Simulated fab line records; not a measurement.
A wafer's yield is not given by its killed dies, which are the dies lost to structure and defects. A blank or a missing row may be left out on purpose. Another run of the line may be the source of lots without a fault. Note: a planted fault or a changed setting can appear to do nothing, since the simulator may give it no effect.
What tool caused it? | flow berkeley_cmos170 | at 1 step of a route of 331, 6 lots with 18 wafers sampled

## WHAT THE GAUGES SHOWED, per wafer
UCB170_GATE_THK_MEAS_05.
lot  | measured     | on            | GATE_POLY_THK (nm)
L205 | day 7 04:00  | film_metro-04 | 219.8 218.2 217.5
L209 | day 7 16:28  | film_metro-04 | 210.1 209.4 209.3
L211 | day 8 08:57  | film_metro-03 | 214.5 212.7 213.6
L213 | day 8 20:26  | film_metro-01 | 211.6 212.0 211.0
L225 | day 10 22:50 | film_metro-01 | 214.2 213.8 215.0
L227 | day 11 09:58 | film_metro-03 | 212.2 213.9 212.7

## TOOL THAT RAN EACH LOT (tool first, then ch and the chambers of the sampled wafers, then the start)
No process step before these readings appears in the record.

## THE ANSWER, worked out from the rows above alone
Rule: what is usual is taken from the lots themselves. The widest of any qualifying gaps counts: lots, ordered by their means at a reading, are off when they make up no more than a third of the lots, leave a main group of 4 or more, and stand apart from it by 3 or more times the standard deviation of that group's means. A main group whose means are all the same, to the digits that the tables above print for the reading, isn't used. Also off: a lot with no number at a reading for which 4 or more lots have one. Where the step has rows for the other lots, those lots are counted as sound.
Nothing can be told from this: no lot is off at any reading shown.

## WHAT THE SIMULATOR PUT IN
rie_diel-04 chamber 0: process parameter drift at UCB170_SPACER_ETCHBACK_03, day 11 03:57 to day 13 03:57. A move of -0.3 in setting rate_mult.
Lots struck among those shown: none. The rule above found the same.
